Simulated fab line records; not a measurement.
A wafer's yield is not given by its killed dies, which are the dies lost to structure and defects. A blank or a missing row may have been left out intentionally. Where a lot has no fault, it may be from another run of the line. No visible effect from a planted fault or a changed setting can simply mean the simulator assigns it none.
Which tool was responsible? / flow berkeleyCmos170 / 7 lots with 21 wafers sampled at 2 steps, on a route of 331 steps

WHAT THE GAUGES READ, wafer by wafer
UCB170_PWELL_TW_MEAS_17.
lot=L229; measured=day 3 09:21; on=filmMetro-01; PWELL_TW=383 382 381
lot=L233; measured=day 4 09:13; on=filmMetro-04; PWELL_TW=373 371 374
lot=L235; measured=day 4 12:19; on=filmMetro-01; PWELL_TW=361 359 359 362 361 361
lot=L242; measured=day 5 19:17; on=filmMetro-04; PWELL_TW=381 379 379
lot=L243; measured=day 6 06:36; on=filmMetro-04; PWELL_TW=379 377 378
lot=L247; measured=day 7 04:54; on=filmMetro-04; PWELL_TW=377 375 376
lot=L251; measured=day 7 16:11; on=filmMetro-04; PWELL_TW=374 377 376

TOOL THAT RAN EACH LOT (tool first, then ch and the chambers of the sampled wafers, then the start)
lot=L229; UCB170_PWELL_IMPLANT_15=implanter-01 ch 0, day 3 09:08
lot=L233; UCB170_PWELL_IMPLANT_15=implanter-03 ch 0, day 4 08:58
lot=L235; UCB170_PWELL_IMPLANT_15=implanter-03 ch 0, day 4 12:05
lot=L242; UCB170_PWELL_IMPLANT_15=implanter-04 ch 0, day 5 19:04
lot=L243; UCB170_PWELL_IMPLANT_15=implanter-04 ch 0, day 6 06:23
lot=L247; UCB170_PWELL_IMPLANT_15=implanter-01 ch 0, day 7 04:40
lot=L251; UCB170_PWELL_IMPLANT_15=implanter-01 ch 0, day 7 15:58
- UCB170_PWELL_IMPLANT_15

THE ANSWER, worked out from the rows above alone
Rule: the usual values come from the lots themselves. The widest of any qualifying gaps counts: lots, ordered by their means at a reading, are off when they make up no more than a third of the lots, leave a main group of 4 or more, and stand apart from it by 3 or more times the standard deviation of that group's means. A main group whose means are all the same, to the digits that the tables above print for the reading, isn't used. A lot without any number at a reading at which 4 lots or more have one is off too. Any other lot the step has rows for is counted as sound.
Off: L235, at UCB170_PWELL_TW_MEAS_17 (PWELL_TW). Main group: mean 377, sd 3.
If a tool, at a process step before that reading, ran all the lots that are off and no sound lot after the first of them, it fits. The gauges at UCB170_PWELL_TW_MEAS_17 are tried like those tools. 2 tools fit, implanter-03 at UCB170_PWELL_IMPLANT_15 and filmMetro-01 at UCB170_PWELL_TW_MEAS_17, so this cannot tell which one it is.

WHAT THE SIMULATOR HAD INSERTED
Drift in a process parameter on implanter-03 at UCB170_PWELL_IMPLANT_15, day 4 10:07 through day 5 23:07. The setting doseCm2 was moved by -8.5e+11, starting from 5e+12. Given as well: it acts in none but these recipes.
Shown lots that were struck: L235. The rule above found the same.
